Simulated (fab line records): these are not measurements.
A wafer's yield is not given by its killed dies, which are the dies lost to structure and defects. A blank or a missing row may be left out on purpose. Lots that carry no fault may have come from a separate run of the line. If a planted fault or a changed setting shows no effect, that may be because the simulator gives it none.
Split-lot study -- flow berkeley cmos170 -- 5 lots, 23 wafers read, on a route of 331 steps

## SPLIT DETAILS
At UCB170_M3_SPUTTER_01 (material Al, target thk 900 nm, time 120 s), the setting time s was moved away from the recipe's 120 s on 6 of the 23 wafers read, by -13.4% to -6.5%. This setting was run at the recipe's value on the other wafers.

## SPLIT TO READING: what lies between them in the file, 1 step
- UCB170_M3_RS_MEAS_02: measures by four-point-probe

## THE READING
M3_AL_THK, in nm, at UCB170_M3_THK_MEAS_03 (measures by xrf). Typical for fault-free wafers on this fab line: 894 nm, with standard deviation 9.7 nm.

wafer,"tool, chamber at the split","time s as run, s",against the recipe,"M3_AL_THK, nm",against lot-mates on the recipe
L075.2,"pvd sputter-04, -",103.9,-13.4%,775,-117
L075.3,"pvd sputter-04, -",103.9,-13.4%,756,-136
L075.4,"pvd sputter-04, -",120,recipe,889,-
L075.5,"pvd sputter-04, -",120,recipe,899,-
L075.6,"pvd sputter-04, -",120,recipe,887,-
L078.2,"pvd sputter-03, -",112.2,-6.5%,831,-60
L078.3,"pvd sputter-03, -",112.2,-6.5%,835,-56
L078.4,"pvd sputter-03, -",120,recipe,895,-
L078.5,"pvd sputter-03, -",120,recipe,895,-
L078.6,"pvd sputter-03, -",120,recipe,882,-
L077.1,"pvd sputter-03, -",120,recipe,890,-
L077.2,"pvd sputter-03, -",120,recipe,898,-
L077.3,"pvd sputter-03, -",120,recipe,904,-
L077.4,"pvd sputter-03, -",120,recipe,898,-
L077.6,"pvd sputter-03, -",120,recipe,897,-
L082.3,"pvd sputter-01, -",120,recipe,878,-
L082.5,"pvd sputter-01, -",120,recipe,879,-
L082.6,"pvd sputter-01, -",120,recipe,888,-
L080.1,"pvd sputter-04, -",120,recipe,906,-
L080.2,"pvd sputter-04, -",120,recipe,893,-
L080.3,"pvd sputter-04, -",108.4,-9.7%,804,-95
L080.4,"pvd sputter-04, -",108.4,-9.7%,803,-96
L080.6,"pvd sputter-04, -",120,recipe,898,-

THE FIT
A straight line over all 23 wafers: M3_AL_THK changes by +9.38 nm for each +1% of time s; r = +0.99; the points scatter about the line by 7.7 nm.
The same after taking each lot's own level away (the mean of its wafers on the recipe; 23 wafers): +9.48 nm for each +1%; r = +0.99; scatter 5.7 nm.
Per that fit: largest time s move, reading shift of 1.3e+02 nm.
The lots' own levels span 881.7 to 899.0 nm, that is 1.8 times the standard deviation above.
Consequently the slope shifts little with the lot-to-lot level, the two slopes agreeing.
Check: with one of the wafers moved furthest among these (-13.4%) left out of the fit, the line predicts -131 nm for it against its lot-mates. Against them it came out at -117 nm.

## THE OTHER SPLITS THESE WAFERS WENT THROUGH
Note: prior to the reading, these wafers also went through further splits. Each is held against what the fit with the lots' levels taken away leaves over:
other split on the same wafers,wafers away from the commonest value,r with M3_AL_THK (lot level and that fit taken away)
UCB170_M2_PEB_13 peb temp c,9,+0.26
UCB170_V2_CMP_02 leave above ref nm,7,+0.29
UCB170_V2_EXPOSE_09 dose mj,8,-0.11

## THE WHOLE CHAIN: every reading that the file lists as answering this split, in the file's order
step,what it does,reading,change (the file's fit),r (the file's)
UCB170_M3_SPUTTER_01,"material Al, target thk 900 nm, time 120 s","Al_of_M3_SPUTTER_01.thk nm (the simulator's own value, which no gauge read)",+9.49 nm for each +1% of the setting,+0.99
UCB170_M3_RS_MEAS_02,measures by four-point-probe,M3_AL_RS,-0.000399 for each +1% of the setting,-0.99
UCB170_M3_THK_MEAS_03,measures by xrf,M3_AL_THK,+9.48 for each +1% of the setting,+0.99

## FILE'S OWN FIT
M3_AL_THK changes by +9.48 nm for each +1% of time s, r = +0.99.
